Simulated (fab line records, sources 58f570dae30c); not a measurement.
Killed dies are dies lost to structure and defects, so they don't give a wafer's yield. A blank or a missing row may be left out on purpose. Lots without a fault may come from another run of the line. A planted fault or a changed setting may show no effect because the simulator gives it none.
One fault seen from 2 desks | flow berkeley_cmos170 | each desk has only its own numbers; what lay behind them comes last

THE TOOL OWNER'S DESK: litho_track-01
The tool's own readings at UCB170_NVT_DEVELOP_05 (develop time 45 s): means of the sampled wafers that have a number, for each lot that ran on this tool. A lot is out of limits, marked OUT, if its mean lies more than 4 standard deviations from the usual mean; the brackets give that distance.
Columns: A = chill_plate_temp_C at UCB170_NVT_DEVELOP_05, usual 23.00 C; B = developer_temp_C at UCB170_NVT_DEVELOP_05, usual 21.00 C
lot  | first seen here | A     | B
L834 | day 5 10:00     | 22.97 | 20.99
L837 | day 6 09:00     | 23.06 | 20.86
L840 | day 7 02:00     | 22.98 | 21.04
L853 | day 9 23:00     | 23.12 | 20.89
L855 | day 10 06:00    | 23.07 | 20.99
L856 | day 10 06:00    | 23.11 | 21.01
L854 | day 10 07:00    | 22.88 | 20.97
This desk's finding: nothing out of limits on any of the 7 lots.

THE METROLOGY DESK
What the gauges read, lot by lot, whatever tool the lot ran on: means of the sampled wafers that have a number. A lot is out of limits, marked OUT, if its mean lies more than 4 standard deviations from the usual mean; the brackets give that distance.
Columns: A = NVT_TW at UCB170_NVT_TW_MEAS_09, usual 525.1; B = cd_nm at UCB170_CONTACT_CD_MEAS_15, usual 700.0 nm
lot  | first seen here | A                      | B
L834 | day 5 11:22     | 524.6                  | 699.5
L833 | day 5 11:29     | 524.2                  | 699.5
L836 | day 5 21:02     | 525.7                  | 701.0
L835 | day 5 21:19     | 523.6                  | 699.9
L837 | day 6 09:50     | 527.5                  | 700.0
L838 | day 6 10:07     | 525.5                  | 699.1
L840 | day 7 03:22     | 527.2                  | 699.4
L843 | day 7 22:25     | 523.4                  | 699.2
L846 | day 8 03:16     | 524.3                  | 699.4
L845 | day 8 03:27     | 521.5                  | 700.9
L853 | day 9 23:57     | 525.3                  | 697.8
L852 | day 10 00:05    | 525.7                  | 700.7
L855 | day 10 06:59    | 30.0 (-99 or more) OUT | 702.5
L856 | day 10 07:16    | 30.1 (-99 or more) OUT | 698.6
L854 | day 10 07:32    | 30.0 (-99 or more) OUT | 699.5
This desk's finding: out of limits on L854, L855, L856; first on L855, day 10 06:59 (NVT_TW at UCB170_NVT_TW_MEAS_09). In limits: L834, L833, L836, L835, L837, L838, L840, L843, L846, L845, L853, L852.

PUT TOGETHER
The metrology desk could have raised an alarm at day 10 06:59, on L854, L855, L856.
The tool owner's desk saw nothing out of limits.
The tool owner's desk has L854, L855, L856 on record, within its limits.
Of the lots named, all ran UCB170_NVT_DEVELOP_05 on litho_track-01.

WHAT THE SIMULATOR HAD PUT IN
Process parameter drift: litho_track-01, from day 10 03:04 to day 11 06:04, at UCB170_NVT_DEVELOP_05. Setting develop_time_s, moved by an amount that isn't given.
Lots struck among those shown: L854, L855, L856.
Hours from the fault's start to each desk's first reading out of limits: the metrology desk, 4.
